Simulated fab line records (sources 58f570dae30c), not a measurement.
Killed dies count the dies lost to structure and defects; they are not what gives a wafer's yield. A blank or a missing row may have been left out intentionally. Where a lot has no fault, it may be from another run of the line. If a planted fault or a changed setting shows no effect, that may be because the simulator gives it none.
fab line records    flow berkeley_cmos170
[record] lots = 5  wafers = 23
route steps=331 shown M2@272 V2@299 M3@321
start_h: hours from the record's first day to the start of the lot's first wafer shown    wait_h: how many hours have passed since the lot's step before this one    " repeats the value in the row above    L1.1+2: one row covering several wafers at once    - no value, or no start was given    * or withheld: withheld    < > ~ a bound
route shown NAME@n: names a module that has steps shown in the file, with the first one's number in the route    usual: average and standard deviation across the fault-free wafers    same: alike in all rows    chamber/n: place in a boat    sites: per-site readings    _std_site: their standard deviation    _edge_site: the outer-site mean with the inner-site mean subtracted    radius_mm: for every site, how far away it sits from the centre of the wafer    mask NAME#n: copy n    behind: the most recent tool/chamber to have shaped the wafer    hold: what put the lot on hold/how long, in hours/how the hold closed    device: names the non-switching transistor (n, p or np)    end of line: the same wafers' tests at the end of the route    a step given without rows: its recipe and nothing more    killed: not the wafer's yield, but the dies lost to structure and defects at the first sort    map: shows each die of a wafer: x if killed, . if not, _ if none is there
set.NAME: the setting that was run; set.NAME@STEP: the one run at that earlier step    model.NAME: the simulator's own value behind a step, which no gauge read
lots where settings were altered on purpose, with a table for each step and a row for each wafer
[[steps]]
[step UCB170_M2_SPUTTER_01]
[recipe] material = Al  target_thk_nm = 900  time_s = 120  power_w = 6000  chamber_pressure_pa = 0.5
lot.wafer  tool            chamber  start_h  wait_h  set.power_w  model.Al_of_M2_SPUTTER_01.thk_nm
L077.1     pvd_sputter-02  -        170.62   0.0     5534         840
L077.2     "               -        "        "       6000         904.1
L077.4     "               -        "        "       5534         837.3
L077.5     "               -        "        "       6000         907.4
L077.6     "               -        "        "       6000         899.7
L080.1     pvd_sputter-02  -        192.09   0.0     5659         850.6
L080.2     "               -        "        "       6000         901.1
L080.4     "               -        "        "       6000         903.9
L080.5     "               -        "        "       6000         905.3
L080.6     "               -        "        "       5659         854.4
L082.1     pvd_sputter-02  -        206.03   0.0     6000         902.9
L082.3     "               -        "        "       6437         959.4
L082.4     "               -        "        "       6000         887.3
L082.5     "               -        "        "       6437         965.9
L082.6     "               -        "        "       6437         962.7
L085.1     pvd_sputter-02  -        218.41   0.0     6000         904.5
L085.2     "               -        "        "       6000         912.6
L085.3     "               -        "        "       6000         909.9
L085.4     "               -        "        "       6000         899
L085.5     "               -        "        "       6000         893.6
L084.1     pvd_sputter-03  -        218.72   0.0     6000         913.1
L084.5     "               -        "        "       6000         912.9
L084.6     "               -        "        "       6000         918.3
[step UCB170_M2_RS_MEAS_02]
[recipe] thk_meas_gauge = four-point-probe  reads = Al_of_M2_SPUTTER_01
[usual] M2_AL_RS = 0.0319/0.0003
lot.wafer  tool           chamber  start_h  wait_h  set.power_w@M2_SPUTTER_01  M2_AL_RS[ohm/sq]
L077.1     film_metro-04  -        170.70   0.0     5534                       0.0344
L077.2     "              -        "        "       6000                       0.0320
L077.4     "              -        "        "       5534                       0.0345
L077.5     "              -        "        "       6000                       0.0319
L077.6     "              -        "        "       6000                       0.0322
L080.1     film_metro-01  -        192.17   0.0     5659                       0.0340
L080.2     "              -        "        "       6000                       0.0321
L080.4     "              -        "        "       6000                       0.0320
L080.5     "              -        "        "       6000                       0.0320
L080.6     "              -        "        "       5659                       0.0339
L082.1     film_metro-04  -        206.11   0.0     6000                       0.0321
L082.3     "              -        "        "       6437                       0.0301
L082.4     "              -        "        "       6000                       0.0326
L082.5     "              -        "        "       6437                       0.0299
L082.6     "              -        "        "       6437                       0.0300
L085.1     film_metro-01  -        218.50   0.0     6000                       0.0320
L085.2     "              -        "        "       6000                       0.0317
L085.3     "              -        "        "       6000                       0.0318
L085.4     "              -        "        "       6000                       0.0322
L085.5     "              -        "        "       6000                       0.0324
L084.1     film_metro-03  -        218.80   0.0     6000                       0.0317
L084.5     "              -        "        "       6000                       0.0317
L084.6     "              -        "        "       6000                       0.0316
[step UCB170_M2_THK_MEAS_03]
[recipe] thk_meas_gauge = xrf  reads = Al_of_M2_SPUTTER_01
[usual] M2_AL_THK = 898/8.9
lot.wafer  tool           chamber  start_h  wait_h  set.power_w@M2_SPUTTER_01  M2_AL_THK[nm]
L077.1     film_metro-04  -        170.82   0.1     5534                       833
L077.2     "              -        "        "       6000                       890
L077.4     "              -        "        "       5534                       829
L077.5     "              -        "        "       6000                       886
L077.6     "              -        "        "       6000                       887
L080.1     film_metro-01  -        192.29   0.1     5659                       842
L080.2     "              -        "        "       6000                       898
L080.4     "              -        "        "       6000                       897
L080.5     "              -        "        "       6000                       900
L080.6     "              -        "        "       5659                       848
L082.1     film_metro-04  -        206.23   0.1     6000                       885
L082.3     "              -        "        "       6437                       946
L082.4     "              -        "        "       6000                       874
L082.5     "              -        "        "       6437                       940
L082.6     "              -        "        "       6437                       949
L085.1     film_metro-01  -        218.62   0.1     6000                       891
L085.2     "              -        "        "       6000                       904
L085.3     "              -        "        "       6000                       905
L085.4     "              -        "        "       6000                       891
L085.5     "              -        "        "       6000                       888
L084.1     film_metro-03  -        218.92   0.1     6000                       910
L084.5     "              -        "        "       6000                       901
L084.6     "              -        "        "       6000                       910
[step UCB170_V2_COAT_07]
[recipe] resist = KrF  spin_rpm = 1500  resist_thk_nm = 900
lot.wafer  tool            chamber  start_h  wait_h  set.resist_thk_nm  model.KrF_of_V2_COAT_07.thk_nm
L077.1     litho_track-03  0        174.50   0.1     900                898.5
L077.2     "               0        "        "       900                899.8
L077.4     "               0        "        "       900                900.3
L077.5+6   "               0        "        "       900                899.1
L080.1+6   litho_track-01  0        198.06   0.1     900                901.2
L080.2     "               0        "        "       900                901.4
L080.4     "               0        "        "       931.7              931.9
L080.5     "               0        "        "       931.7              933.4
L082.1     litho_track-01  0        210.32   0.1     917.8              921.7
L082.3     "               0        "        "       917.8              921.1
L082.4     "               0        "        "       917.8              916
L082.5     "               0        "        "       900                900.2
L082.6     "               0        "        "       900                905.7
L085.1     litho_track-02  0        222.24   0.1     929.7              929.7
L085.2     "               0        "        "       900                896
L085.3     "               0        "        "       900                901.2
L085.4     "               0        "        "       900                901.3
L085.5     "               0        "        "       929.7              931.4
L084.1     litho_track-03  0        222.89   0.1     900                899.5
L084.5     "               0        "        "       900                899.1
L084.6     "               0        "        "       900                900.4
[step UCB170_V2_SOFTBAKE_08]
[recipe] resist = KrF  temp_c = 130  time_s = 60
[step UCB170_V2_EXPOSE_09]
[recipe] mask_id = VIA2  target_cd_nm = 700  na = 0.5  sigma_outer = 0.6  source_shape = conventional  dose_mj = 37
[step UCB170_V2_ETCH_14]
[recipe] chemistry = CHF3/CF4/Ar  target = SiO2  stop_on = Al  CHF3_flow_sccm = 45  cf4_flow_sccm = 15  Ar_flow_sccm = 150  pressure_mtorr = 200  rf_w = 687.8  target_depth_a = 12500  over_etch_frac = 0.25  time_s = 291
lot.wafer  tool         chamber  start_h  wait_h  set.resist_thk_nm@V2_COAT_07  model.KrF_of_V2_COAT_07.thk_nm
L077.1     rie_diel-04  3        176.04   0.0     900                           622.8
L077.2     "            2        "        "       900                           619.3
L077.4     "            1        "        "       900                           621
L077.5     "            3        "        "       900                           625
L077.6     "            0        "        "       900                           616
L080.1     rie_diel-01  0        199.19   0.0     900                           620.3
L080.2     "            1        "        "       900                           618.9
L080.4     "            2        "        "       931.7                         651.3
L080.5     "            1        "        "       931.7                         653.4
L080.6     "            0        "        "       900                           618.5
L082.1     rie_diel-04  1        211.37   0.0     917.8                         641
L082.3     "            2        "        "       917.8                         635.1
L082.4     "            3        "        "       917.8                         638
L082.5     "            0        "        "       900                           611.8
L082.6     "            1        "        "       900                           621.5
L085.1     rie_diel-01  2        223.21   0.0     929.7                         648
L085.2     "            3        "        "       900                           611.7
L085.3     "            1        "        "       900                           619.1
L085.4     "            0        "        "       900                           618.3
L085.5     "            1        "        "       929.7                         649.2
L084.1     rie_diel-04  3        223.93   0.0     900                           622.3
L084.5     "            1        "        "       900                           622.4
L084.6     "            2        "        "       900                           617.6
[step UCB170_V2_STRIP_15]
[recipe] chemistry = O2  power_w = 400  pressure_mtorr = 3500  platen_temp_c = withheld  o2_flow_sccm = 400  overash_fraction = 0.5
[usual] strip_time_to_endpoint_s = 15.47/0.1
lot.wafer  tool             chamber  start_h  wait_h  set.resist_thk_nm@V2_COAT_07  strip_time_to_endpoint_s
L077.1     plasma_asher-02  1        176.22   0.1     900                           15.62
L077.2     "                0        "        "       900                           15.53
L077.4     "                1        "        "       900                           15.57
L077.5     "                0        "        "       900                           15.66
L077.6     "                1        "        "       900                           15.45
L080.1     plasma_asher-03  0        199.36   0.1     900                           15.56
L080.2     "                1        "        "       900                           15.52
L080.4     "                0        "        "       931.7                         16.23
L080.5     "                1        "        "       931.7                         16.27
L080.6     "                0        "        "       900                           15.51
L082.1     plasma_asher-01  1        211.55   0.1     917.8                         15.98
L082.3     "                1        "        "       917.8                         15.84
L082.4     "                0        "        "       917.8                         15.91
L082.5     "                0        "        "       900                           15.34
L082.6     "                1        "        "       900                           15.60
L085.1     plasma_asher-02  1        223.39   0.1     929.7                         16.15
L085.2     "                0        "        "       900                           15.35
L085.3     "                1        "        "       900                           15.51
L085.4     "                0        "        "       900                           15.53
L085.5     "                1        "        "       929.7                         16.17
L084.1     plasma_asher-01  1        224.11   0.1     900                           15.60
L084.5     "                0        "        "       900                           15.59
L084.6     "                1        "        "       900                           15.49
[step UCB170_M3_EXPOSE_12]
[recipe] mask_id = METAL3  target_cd_nm = 700  na = 0.5  sigma_outer = 0.6  source_shape = conventional  dose_mj = 26
lot.wafer       tool            chamber  start_h  wait_h  mask      set.dose_mj
L077.1+4+6      krf_scanner-01  0        178.78   -       METAL3#0  25.14
L077.2+5        "               0        "        "       METAL3#0  26
L080.1+2        krf_scanner-01  0        202.03   -       METAL3#0  26
L080.4+5+6      "               0        "        "       METAL3#0  27.51
L082.1+4+6      krf_scanner-01  0        213.29   -       METAL3#0  26
L082.3+5        "               0        "        "       METAL3#0  26.98
L085.1+2+3+4+5  krf_scanner-01  0        225.21   -       METAL3#0  26
L084.1+5+6      krf_scanner-02  0        225.96   -       METAL3#0  26
[step UCB170_M3_PEB_13]
[recipe] peb_temp_c = 130  peb_time_s = withheld  resist = KrF
[step UCB170_M3_DEVELOP_14]
[recipe] developer = TMAH  develop_time_s = 45  resist = KrF  dev_temp_c = 21
[step UCB170_M3_CD_MEAS_15]
[recipe] target_cd_nm = 700
[usual] cd_nm = 700.1/1.4
lot.wafer  tool       chamber  start_h  wait_h  set.dose_mj@M3_EXPOSE_12  cd_nm
L077.1     cd_sem-02  -        179.41   -       25.14                     705.8
L077.2     "          -        "        "       26                        700.5
L077.4     "          -        "        "       25.14                     706.9
L077.5     "          -        "        "       26                        699.4
L077.6     "          -        "        "       25.14                     704.8
L080.1     cd_sem-02  -        202.57   -       26                        702.5
L080.2     "          -        "        "       26                        700.9
L080.4     "          -        "        "       27.51                     691.0
L080.5     "          -        "        "       27.51                     690.9
L080.6     "          -        "        "       27.51                     690.2
L082.1     cd_sem-01  -        213.94   -       26                        700.6
L082.3     "          -        "        "       26.98                     693.5
L082.4     "          -        "        "       26                        700.1
L082.5     "          -        "        "       26.98                     692.1
L082.6     "          -        "        "       26                        699.5
L085.1     cd_sem-02  -        225.61   -       26                        702.5
L085.2     "          -        "        "       26                        702.0
L085.3     "          -        "        "       26                        702.4
L085.4     "          -        "        "       26                        702.7
L085.5     "          -        "        "       26                        702.3
L084.1     cd_sem-02  -        226.67   -       26                        698.6
L084.5     "          -        "        "       26                        698.8
L084.6     "          -        "        "       26                        700.1
[step UCB170_M3_ETCH_17]
[recipe] chemistry = N2/H2  target_depth_a = withheld  overetch_a = withheld  target = BARC  time_s = withheld  source_w = 500  bias_w = 100  pressure_mtorr = 30  n2_flow_sccm = 100  h2_flow_sccm = 200
lot.wafer  tool         chamber  start_h  wait_h  set.dose_mj@M3_EXPOSE_12  model.M3.cd_nm
L077.1     rie_diel-03  2        179.57   0.0     25.14                     706.1
L077.2     "            0        "        "       26                        700.8
L077.4     "            1        "        "       25.14                     705.7
L077.5     "            0        "        "       26                        699.5
L077.6     "            3        "        "       25.14                     705.2
L080.1     rie_diel-02  0        202.73   0.0     26                        703
L080.2     "            3        "        "       26                        701
L080.4+5   "            2        "        "       27.51                     691.1
L080.6     "            1        "        "       27.51                     690.3
L082.1     rie_diel-02  2        214.10   0.0     26                        701.3
L082.3     "            0        "        "       26.98                     694.1
L082.4     "            0        "        "       26                        700.1
L082.5     "            2        "        "       26.98                     693.4
L082.6     "            3        "        "       26                        699.6
L085.1     rie_diel-04  3        225.76   0.0     26                        702.8
L085.2     "            0        "        "       26                        702.3
L085.3     "            1        "        "       26                        702.1
L085.4     "            2        "        "       26                        703.3
L085.5     "            3        "        "       26                        702.5
L084.1     rie_diel-03  0        226.83   0.0     26                        699.1
L084.5     "            1        "        "       26                        698.2
L084.6     "            3        "        "       26                        700.8
[[key]]
[split] step = UCB170_M2_SPUTTER_01  setting = power_w  stated = 6000  by = wafer
[response] step = UCB170_M2_SPUTTER_01  reading = model.Al_of_M2_SPUTTER_01.thk_nm  change = +8.83  per = 1%  r = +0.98
[response] step = UCB170_M2_RS_MEAS_02  reading = M2_AL_RS  change = -0.000323  per = 1%  r = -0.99
[response] step = UCB170_M2_THK_MEAS_03  reading = M2_AL_THK  change = +8.38  per = 1%  r = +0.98
[split] step = UCB170_V2_COAT_07  setting = resist_thk_nm  stated = 900  by = wafer
[response] step = UCB170_V2_COAT_07  reading = model.KrF_of_V2_COAT_07.thk_nm  change = +9.04  per = 1%  r = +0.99
[response] step = UCB170_V2_ETCH_14  reading = model.KrF_of_V2_COAT_07.thk_nm  change = +9.74  per = 1%  r = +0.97
[response] step = UCB170_V2_STRIP_15  reading = strip_time_to_endpoint_s  change = *  per = 1%  r = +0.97
[split] step = UCB170_M3_EXPOSE_12  setting = dose_mj  stated = 26  by = wafer
[response] step = UCB170_M3_CD_MEAS_15  reading = cd_nm  change = -1.88  per = 1%  r = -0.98
[response] step = UCB170_M3_ETCH_17  reading = model.M3.cd_nm  change = -1.84  per = 1%  r = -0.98
